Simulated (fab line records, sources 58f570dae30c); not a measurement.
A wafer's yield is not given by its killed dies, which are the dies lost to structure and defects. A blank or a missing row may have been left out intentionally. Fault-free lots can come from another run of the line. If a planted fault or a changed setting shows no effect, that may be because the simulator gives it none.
Which tool did it?    flow berkeleyCmos170    21 wafers sampled from 7 lots at 1 step of a route of 331

== WHAT EACH GAUGE READ, for each wafer ==
UCB170_NWELL_TW_MEAS_16.
lot   measured     on            NWELL_TW
L410  day 2 19:09  filmMetro-03  1253 1247 1246
L413  day 3 10:46  filmMetro-03  1249 1257 1250
L418  day 4 10:49  filmMetro-03  1255 1246 1251
L420  day 4 23:04  filmMetro-01  1220 1219 1222
L427  day 6 06:31  filmMetro-01  1227 1222 1226
L430  day 7 09:21  filmMetro-01  1222 1230 1224
L432  day 7 17:38  filmMetro-01  1235 1230 1223

== WHICH TOOL RAN EACH LOT (tool, then ch and the chambers of the sampled wafers, then the start) ==
There is no process step in the record ahead of these readings.

== THE ANSWER, worked out from the rows above alone ==
Rule: the usual values come from the lots themselves. Put in order of their means at a reading, lots are off if they are a third of the lots or fewer, leave a main group of 4 or more, and stand apart from it by a gap of 3 or more times the standard deviation of the main group's means; of several such gaps the widest counts. A main group whose means are all the same, to the digits that the tables above print for the reading, isn't used. A lot without any number at a reading at which 4 lots or more have one is off too. Where the step has rows for the other lots, those lots are counted as sound.
Nothing can be told from this: no lot is off at any reading shown.

== WHAT HAD BEEN PUT IN BY THE SIMULATOR ==
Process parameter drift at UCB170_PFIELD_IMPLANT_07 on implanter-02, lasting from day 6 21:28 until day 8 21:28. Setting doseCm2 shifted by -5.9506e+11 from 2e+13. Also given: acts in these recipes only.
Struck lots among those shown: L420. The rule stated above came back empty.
